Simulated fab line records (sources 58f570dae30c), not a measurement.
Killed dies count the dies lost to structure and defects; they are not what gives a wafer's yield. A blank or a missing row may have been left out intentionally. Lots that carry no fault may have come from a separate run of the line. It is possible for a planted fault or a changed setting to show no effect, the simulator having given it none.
fab line records + flow berkeley_cmos170
record:
- lots: 14
- wafers: 42
- last_day: 11
route steps=331 shown PFIELD@87 SPACER@174 NSD@193 PSD@206
lots with no fault: from the same line, run without faults
start_h: start of the lot's first displayed wafer, in hours after the record's first day + wait_h: hours from the lot's prior step to this one + " unchanged from the row above + L1.1+2: a single row standing in for several wafers + - no value, or no start given + * or withheld: withheld + < > ~ a bound
route shown NAME@n: a module of which the file shows steps, and the number in the route of the first + usual: average and standard deviation across the fault-free wafers + same: alike in all rows + chamber/n: place in a boat + sites: readings site by site + _std_site: the values' standard deviation + _edge_site: outer sites' mean less inner sites' + radius_mm: how far each site lies from the wafer's centre + mask NAME#n: copy n + behind: the last tool/chamber to shape the wafer + hold: the reason the lot was held/the length of the hold in hours/how it ended + device: transistor that didn't switch, given as n, p or np + end of line: tests of these same wafers at the route's end + a step with no rows: only its recipe + killed: count of dies lost to structure and defects at first sort (not the wafer's yield) + map: a wafer's dies, marking killed ones x, the rest . and places with no die _
set.NAME: the setting the step ran with; set.NAME@STEP: the setting that earlier step ran with + model.NAME: the simulator's own value behind a step, which no gauge read
one table for each step of the route and one row for each wafer, over a sample of lots
services: the hour from which a tool's chamber was out of use, counted from the record's first day as start_h (under 0 if before that day), plus the number of hours and why
== steps ==
step: UCB170_PFIELD_STRIP_08
recipe:
- chemistry: O2
- power_w: 400
- pressure_mtorr: 3500
- platen_temp_c: withheld
- o2_flow_sccm: 400
- overash_fraction: 0.5
usual:
- drypump_motor_current_A: 5.8/0.54
- oes_product_au: 0.734/0.0044
- strip_time_to_endpoint_s: 21.68/0.073
same:
- overash_fraction: 0.5
| lot.wafer | tool            | chamber | start_h | wait_h | drypump_motor_current_A | oes_product_au | rf_hours_counter_h | strip_time_to_endpoint_s |
|-----------|-----------------|---------|---------|--------|-------------------------|----------------|--------------------|--------------------------|
| L651.2    | plasma_asher-03 | 0       | 85.31   | 0.1    | 5.2                     | 0.728          | 28                 | 21.54                    |
| L651.3    | "               | 0       | "       | "      | 5.2                     | 0.738          | -                  | 21.65                    |
| L651.6    | "               | 0       | "       | "      | 5.2                     | 0.730          | -                  | 21.60                    |
| L653.3    | plasma_asher-03 | 1       | 101.72  | 0.1    | 5.6                     | 0.737          | -                  | 21.75                    |
| L653.5    | "               | 1       | "       | "      | 5.6                     | 0.735          | -                  | 21.76                    |
| L653.6    | "               | 0       | "       | "      | 5.2                     | 0.744          | -                  | 21.77                    |
| L654.1    | plasma_asher-03 | 1       | 106.62  | 0.1    | 5.6                     | 0.726          | 31                 | 21.69                    |
| L654.5    | "               | 0       | "       | "      | 5.2                     | 0.734          | -                  | 21.66                    |
| L654.6    | "               | 1       | "       | "      | 5.6                     | 0.734          | -                  | 21.70                    |
| L655.1    | plasma_asher-02 | 1       | 113.99  | 0.1    | 5.9                     | 0.740          | 41                 | 21.81                    |
| L655.3    | "               | 1       | "       | "      | 6.0                     | 0.741          | -                  | 21.81                    |
| L655.4    | "               | 0       | "       | "      | 6.2                     | 0.736          | -                  | 21.88                    |
| L658.2    | plasma_asher-01 | 1       | 138.33  | 0.1    | 6.8                     | 0.740          | 44                 | 21.73                    |
| L658.5    | "               | 1       | "       | "      | 6.8                     | 0.739          | -                  | 21.74                    |
| L658.6    | "               | 0       | "       | "      | 5.4                     | 0.729          | -                  | 21.70                    |
| L660.2    | plasma_asher-03 | 1       | 138.54  | 0.1    | 5.6                     | 0.732          | 35                 | 21.68                    |
| L660.4    | "               | 0       | "       | "      | 5.2                     | 0.730          | -                  | 21.76                    |
| L660.5    | "               | 0       | "       | "      | 5.2                     | 0.730          | -                  | 21.68                    |
| L661.3    | plasma_asher-01 | 1       | 138.69  | 0.1    | 6.8                     | 0.735          | -                  | 21.68                    |
| L661.5    | "               | 0       | "       | "      | 5.4                     | 0.740          | -                  | 21.68                    |
| L661.6    | "               | 1       | "       | "      | 6.8                     | 0.737          | -                  | 21.62                    |
| L662.1    | plasma_asher-03 | 0       | 146.77  | 0.1    | 5.2                     | 0.744          | 35                 | 21.60                    |
| L662.5    | "               | 1       | "       | "      | 5.6                     | 0.736          | -                  | 21.64                    |
| L662.6    | "               | 0       | "       | "      | 5.2                     | 0.735          | -                  | 21.60                    |
| L663.2    | plasma_asher-01 | 0       | 147.05  | 0.1    | 5.4                     | 0.726          | 45                 | 21.74                    |
| L663.3    | "               | 1       | "       | "      | 6.8                     | 0.731          | -                  | 21.78                    |
| L663.6    | "               | 0       | "       | "      | 5.4                     | 0.738          | -                  | 21.85                    |
| L665.2    | plasma_asher-02 | 0       | 167.24  | 0.1    | 6.2                     | 0.734          | 47                 | 21.56                    |
| L665.5    | "               | 0       | "       | "      | 6.2                     | 0.735          | -                  | 21.61                    |
| L665.6    | "               | 1       | "       | "      | 5.9                     | 0.732          | -                  | 21.55                    |
| L667.2    | plasma_asher-03 | 0       | 167.48  | 0.1    | 5.2                     | 0.733          | 37                 | 21.62                    |
| L667.3    | "               | 0       | "       | "      | 5.2                     | 0.735          | -                  | 21.60                    |
| L667.4    | "               | 1       | "       | "      | 5.6                     | 0.744          | -                  | 21.61                    |
| L668.2    | plasma_asher-02 | 0       | 177.73  | 0.1    | 6.2                     | 0.734          | 48                 | 21.57                    |
| L668.3    | "               | 0       | "       | "      | 6.2                     | 0.731          | -                  | 21.64                    |
| L668.4    | "               | 1       | "       | "      | 5.9                     | 0.731          | -                  | 21.61                    |
| L671.1    | plasma_asher-02 | 0       | 187.97  | 0.1    | 6.2                     | 0.725          | 49                 | 21.60                    |
| L671.3    | "               | 0       | "       | "      | 6.2                     | 0.738          | -                  | 21.68                    |
| L671.5    | "               | 0       | "       | "      | 6.3                     | 0.731          | -                  | 21.61                    |
| L670.2    | plasma_asher-02 | 0       | 189.33  | 0.1    | 6.2                     | 0.735          | 49                 | 21.71                    |
| L670.3    | "               | 0       | "       | "      | 6.2                     | 0.730          | -                  | 21.67                    |
| L670.6    | "               | 1       | "       | "      | 5.9                     | 0.736          | -                  | 21.72                    |
step: UCB170_SPACER_ETCHBACK_03
recipe:
- stop_on: Si
- target: SiO2
- chemistry: CHF3/CF4/Ar
- CHF3_flow_sccm: 50
- cf4_flow_sccm: 10
- Ar_flow_sccm: 120
- pressure_mtorr: 200
- rf_w: 500
- target_depth_a: 3760
- time_s: 100
usual:
- cf4_flow_sccm: 9.99/0.035
- drypump_motor_current_A: 5.8/0.51
- mfc_ar_sccm: 120.0/0.38
- oes_product_au: 0.900/0.016
- throttle_valve_pct: 6.45/0.11
| lot.wafer | tool        | chamber | start_h | wait_h | cf4_flow_sccm | drypump_motor_current_A | mfc_ar_sccm | oes_product_au | rf_hours_counter_h | throttle_valve_pct |
|-----------|-------------|---------|---------|--------|---------------|-------------------------|-------------|----------------|--------------------|--------------------|
| L651.2    | rie_diel-03 | 1       | 132.71  | 0.0    | 9.97          | 5.3                     | 119.8       | 0.886          | 3                  | 6.45               |
| L651.3    | "           | 3       | "       | "      | 10.01         | 6.6                     | 120.1       | 0.902          | 129                | 6.35               |
| L651.6    | "           | 2       | "       | "      | 10.01         | 5.3                     | 120.4       | 0.882          | -                  | 6.58               |
| L653.3    | rie_diel-02 | 3       | 160.21  | 0.0    | 9.94          | 6.3                     | 120.4       | 0.896          | 0                  | 6.61               |
| L653.5    | "           | 3       | "       | "      | 9.98          | 6.3                     | 120.2       | 0.911          | -                  | 6.60               |
| L653.6    | "           | 0       | "       | "      | 9.98          | 5.4                     | 120.1       | 0.894          | -                  | 6.55               |
| L654.1    | rie_diel-03 | 2       | 160.28  | 0.1    | 9.97          | 5.3                     | 120.1       | 0.874          | 9                  | 6.58               |
| L654.5    | "           | 1       | "       | "      | 10.03         | 5.3                     | 119.2       | 0.892          | -                  | 6.44               |
| L654.6    | "           | 0       | "       | "      | 10.02         | 5.6                     | 119.7       | 0.918          | -                  | 6.53               |
| L655.1    | rie_diel-02 | 0       | 160.29  | 0.1    | 9.97          | 5.4                     | 120.8       | 0.878          | 7                  | 6.56               |
| L655.3    | "           | 3       | "       | "      | 9.91          | 6.4                     | 120.0       | 0.887          | 0                  | 6.60               |
| L655.4    | "           | 2       | "       | "      | 9.99          | 6.5                     | 119.8       | 0.886          | 92                 | 6.33               |
| L658.2    | rie_diel-04 | 3       | 196.60  | 0.0    | 9.95          | 6.5                     | 119.5       | 0.928          | 31                 | 6.41               |
| L658.5    | "           | 0       | "       | "      | 10.01         | 5.7                     | 119.9       | 0.895          | -                  | 6.61               |
| L658.6    | "           | 3       | "       | "      | 9.95          | 6.5                     | 120.3       | 0.933          | -                  | 6.43               |
| L661.3    | rie_diel-03 | 2       | 196.60  | 0.0    | 10.02         | 5.3                     | 119.9       | 0.838          | 10                 | 6.58               |
| L661.5    | "           | 1       | "       | "      | 10.03         | 5.3                     | 119.6       | 0.835          | -                  | 6.44               |
| L661.6    | "           | 2       | "       | "      | 10.05         | 5.3                     | 119.7       | 0.836          | -                  | 6.56               |
| L660.2    | rie_diel-04 | 2       | 196.67  | 0.1    | 9.97          | 5.3                     | 119.6       | 0.906          | 1                  | 6.37               |
| L660.4    | "           | 0       | "       | "      | 10.05         | 5.7                     | 119.7       | 0.910          | 94                 | 6.62               |
| L660.5    | "           | 0       | "       | "      | 9.97          | 5.6                     | 120.1       | 0.890          | -                  | 6.60               |
| L662.1    | rie_diel-03 | 3       | 201.11  | 0.0    | 10.01         | 6.6                     | 119.5       | 0.857          | 133                | 6.35               |
| L662.5    | "           | 2       | "       | "      | 9.95          | 5.3                     | 120.2       | 0.819          | -                  | 6.59               |
| L662.6    | "           | 3       | "       | "      | 9.99          | 6.6                     | 119.3       | 0.860          | -                  | 6.34               |
| L663.2    | rie_diel-04 | 0       | 201.11  | 0.0    | 10.01         | 5.7                     | 119.3       | 0.902          | 94                 | 6.62               |
| L663.3    | "           | 2       | "       | "      | 10.03         | 5.3                     | 119.5       | 0.891          | 1                  | 6.37               |
| L663.6    | "           | 2       | "       | "      | 9.99          | 5.3                     | 119.4       | 0.920          | -                  | 6.37               |
| L665.2    | rie_diel-04 | 0       | 218.61  | 0.0    | 10.07         | 5.7                     | 120.2       | 0.895          | 95                 | 6.61               |
| L665.5    | "           | 0       | "       | "      | 10.02         | 5.7                     | 120.0       | 0.904          | -                  | 6.60               |
| L665.6    | "           | 1       | "       | "      | 9.98          | 5.9                     | 120.4       | 0.915          | -                  | 6.44               |
| L667.2    | rie_diel-02 | 3       | 218.61  | 0.0    | 9.98          | 6.4                     | 119.7       | 0.909          | 2                  | 6.59               |
| L667.3    | "           | 2       | "       | "      | 10.00         | 6.6                     | 120.6       | 0.887          | 95                 | 6.31               |
| L667.4    | "           | 1       | "       | "      | 9.99          | 5.6                     | 119.9       | 0.906          | -                  | 6.22               |
| L671.1    | rie_diel-04 | 3       | 238.93  | 0.0    | 10.03         | 6.5                     | 119.7       | 0.912          | 33                 | 6.42               |
| L671.3    | "           | 2       | "       | "      | 10.00         | 5.3                     | 120.0       | 0.910          | 4                  | 6.37               |
| L671.5    | "           | 2       | "       | "      | 10.04         | 5.3                     | 120.0       | 0.929          | -                  | 6.37               |
| L668.2    | rie_diel-02 | 2       | 238.97  | 0.0    | 10.04         | 6.6                     | 120.2       | 0.868          | -                  | 6.32               |
| L668.3    | "           | 2       | "       | "      | 10.03         | 6.6                     | 119.5       | 0.880          | -                  | 6.32               |
| L668.4    | "           | 2       | "       | "      | 10.03         | 6.6                     | 120.2       | 0.885          | -                  | 6.30               |
| L670.2    | rie_diel-04 | 1       | 239.00  | 0.1    | 10.00         | 5.9                     | 119.6       | 0.907          | 46                 | 6.43               |
| L670.3    | "           | 2       | "       | "      | 10.00         | 5.3                     | 119.6       | 0.895          | 4                  | 6.36               |
| L670.6    | "           | 2       | "       | "      | 9.96          | 5.3                     | 119.5       | 0.904          | -                  | 6.36               |
step: UCB170_NSD_CD_MEAS_06
recipe:
- target_cd_nm: 1200
usual:
- cd_nm: 1200.0/1.5
| lot.wafer | tool      | chamber | start_h | wait_h | cd_nm  |
|-----------|-----------|---------|---------|--------|--------|
| L651.2    | cd_sem-02 | -       | 136.52  | -      | 1198.5 |
| L651.3    | "         | -       | "       | "      | 1199.0 |
| L651.6    | "         | -       | "       | "      | 1199.5 |
| L654.1    | cd_sem-01 | -       | 163.93  | -      | 1203.0 |
| L654.5    | "         | -       | "       | "      | 1202.3 |
| L654.6    | "         | -       | "       | "      | 1200.8 |
| L653.3    | cd_sem-02 | -       | 163.95  | -      | 1202.4 |
| L653.5    | "         | -       | "       | "      | 1201.4 |
| L653.6    | "         | -       | "       | "      | 1200.4 |
| L655.1    | cd_sem-01 | -       | 164.18  | -      | 1200.5 |
| L655.3    | "         | -       | "       | "      | 1200.5 |
| L655.4    | "         | -       | "       | "      | 1200.4 |
| L658.2    | cd_sem-01 | -       | 199.28  | -      | 1198.7 |
| L658.5    | "         | -       | "       | "      | 1199.2 |
| L658.6    | "         | -       | "       | "      | 1199.4 |
| L660.2    | cd_sem-02 | -       | 200.16  | -      | 1200.0 |
| L660.4    | "         | -       | "       | "      | 1199.3 |
| L660.5    | "         | -       | "       | "      | 1202.6 |
| L663.2    | cd_sem-02 | -       | 203.85  | -      | 1198.5 |
| L663.3    | "         | -       | "       | "      | 1198.1 |
| L663.6    | "         | -       | "       | "      | 1199.7 |
| L667.2    | cd_sem-02 | -       | 223.67  | -      | 1198.4 |
| L667.3    | "         | -       | "       | "      | 1197.7 |
| L667.4    | "         | -       | "       | "      | 1198.0 |
| L665.2    | cd_sem-02 | -       | 224.03  | -      | 1200.4 |
| L665.5    | "         | -       | "       | "      | 1199.1 |
| L665.6    | "         | -       | "       | "      | 1200.3 |
| L671.1    | cd_sem-02 | -       | 242.92  | -      | 1202.2 |
| L671.3    | "         | -       | "       | "      | 1201.0 |
| L671.5    | "         | -       | "       | "      | 1202.8 |
| L670.2    | cd_sem-01 | -       | 242.94  | -      | 1200.8 |
| L670.3    | "         | -       | "       | "      | 1199.9 |
| L670.6    | "         | -       | "       | "      | 1200.6 |
| L668.2    | cd_sem-01 | -       | 243.64  | -      | 1198.8 |
| L668.3    | "         | -       | "       | "      | 1198.7 |
| L668.4    | "         | -       | "       | "      | 1198.8 |
step: UCB170_SDANNEAL_RS_MEAS_02
recipe:
- thk_meas_gauge: four-point-probe
usual:
- PSD_RS: 75.62/0.3
| lot.wafer | tool          | chamber | start_h | wait_h | PSD_RS[ohm/sq] |
|-----------|---------------|---------|---------|--------|----------------|
| L651.2    | film_metro-02 | -       | 138.34  | 0.1    | 76.17          |
| L651.3    | "             | -       | "       | "      | 75.51          |
| L651.6    | "             | -       | "       | "      | 75.38          |
| L653.3    | film_metro-01 | -       | 165.60  | 0.1    | 75.08          |
| L653.5    | "             | -       | "       | "      | 74.83          |
| L653.6    | "             | -       | "       | "      | 75.28          |
| L654.1    | film_metro-03 | -       | 165.66  | 0.1    | 75.30          |
| L654.5    | "             | -       | "       | "      | 75.47          |
| L654.6    | "             | -       | "       | "      | 74.90          |
| L655.1    | film_metro-02 | -       | 165.73  | 0.0    | 75.68          |
| L655.3    | "             | -       | "       | "      | 75.72          |
| L655.4    | "             | -       | "       | "      | 75.52          |
| L658.2    | film_metro-02 | -       | 200.80  | 0.1    | 76.10          |
| L658.5    | "             | -       | "       | "      | 75.85          |
| L658.6    | "             | -       | "       | "      | 76.17          |
| L660.2    | film_metro-01 | -       | 201.70  | 0.1    | 75.81          |
| L660.4    | "             | -       | "       | "      | 75.49          |
| L660.5    | "             | -       | "       | "      | 75.39          |
| L663.2    | film_metro-03 | -       | 205.49  | 0.1    | 75.63          |
| L663.3    | "             | -       | "       | "      | 75.36          |
| L663.6    | "             | -       | "       | "      | 75.60          |
| L667.2    | film_metro-02 | -       | 225.65  | 0.1    | 75.68          |
| L667.3    | "             | -       | "       | "      | 75.65          |
| L667.4    | "             | -       | "       | "      | 75.60          |
| L665.2    | film_metro-03 | -       | 229.04  | 0.1    | 75.68          |
| L665.5    | "             | -       | "       | "      | 75.61          |
| L665.6    | "             | -       | "       | "      | 75.39          |
| L670.2    | film_metro-02 | -       | 244.47  | 0.1    | 75.51          |
| L670.3    | "             | -       | "       | "      | 75.63          |
| L670.6    | "             | -       | "       | "      | 75.62          |
| L671.1    | film_metro-03 | -       | 244.56  | 0.1    | 75.31          |
| L671.3    | "             | -       | "       | "      | 74.98          |
| L671.5    | "             | -       | "       | "      | 75.16          |
| L668.2    | film_metro-02 | -       | 245.14  | 0.1    | 75.45          |
| L668.3    | "             | -       | "       | "      | 75.81          |
| L668.4    | "             | -       | "       | "      | 75.76          |
== services ==
| tool        | chamber | start_h | hours | kind           |
|-------------|---------|---------|-------|----------------|
| rie_diel-04 | 1       | 74.80   | 2.7   | repair         |
| rie_diel-02 | 0       | 87.83   | 29.0  | repair         |
| rie_diel-04 | 2       | 91.93   | 2.9   | repair         |
| rie_diel-02 | 3       | 105.81  | 4.9   | repair         |
| rie_diel-02 | 1       | 107.73  | 2.4   | repair         |
| rie_diel-04 | 3       | 121.91  | 8.7   | repair         |
| rie_diel-02 | 3       | 134.58  | -     | clean          |
| rie_diel-02 | 3       | 134.58  | 23.2  | scheduled_down |
| rie_diel-02 | 3       | 134.58  | 23.2  | vent_cycle     |
| rie_diel-04 | 2       | 138.81  | -     | clean          |
| rie_diel-04 | 2       | 138.81  | 16.3  | scheduled_down |
| rie_diel-04 | 2       | 138.81  | 16.3  | vent_cycle     |
| rie_diel-04 | -       | 157.39  | 0.2   | repair         |
| rie_diel-04 | -       | 157.63  | 11.1  | repair         |
| rie_diel-03 | 2       | 172.94  | 6.4   | repair         |
| rie_diel-02 | 0       | 216.66  | 5.1   | repair         |
| rie_diel-02 | 3       | 220.19  | 25.9  | repair         |
| rie_diel-04 | 0       | 221.66  | 2.2   | repair         |
| rie_diel-03 | -       | 222.48  | 1.5   | repair         |
| rie_diel-02 | 2       | 223.53  | 10.1  | repair         |
| rie_diel-02 | -       | 230.19  | 0.6   | repair         |
| rie_diel-02 | 1       | 232.70  | 8.4   | repair         |
| rie_diel-02 | 0       | 238.35  | 9.4   | repair         |
== key ==
first_sign:
- step: UCB170_SPACER_ETCHBACK_03
- reading: oes_product_au
- direction: down
- sigmas: 3.6
- usual: 0.900
- struck: 0.841
effect none on later readings
met_at UCB170_SPACER_ETCHBACK_03
struck_lots L661,L662
later_rows_left_out L661.3,L661.5,L661.6,L662.1,L662.5,L662.6
sort_left_out L661.3,L661.5,L661.6,L662.1,L662.5,L662.6
tester_left_out L661,L662
not_acting_at UCB170_PFIELD_STRIP_08,UCB170_NSD_CD_MEAS_06,UCB170_SDANNEAL_RS_MEAS_02
onset_between 160.28 196.60
fault:
- kind: process_parameter_drift
- tool: rie_diel-03
- chamber: -
- onset_h: 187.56
- steps: UCB170_SPACER_ETCHBACK_03
- channel: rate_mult
- offset: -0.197
- shape: step
- end_h: 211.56
tester_left_out: of these lots the tester's yield and bins aren't shown, on N5 and GAA mostly nor the transistor test; their killed dies are dies lost to structure and defects alone, not to doping, threshold or leakage, so they don't give the yield
sort_left_out: the simulated sort isn't trusted on such a fault, so these wafers' sort isn't shown, and their yield isn't known
later_rows_left_out: the simulator's readings of these wafers behind a module that went badly wrong aren't trusted and aren't shown, but for the sort
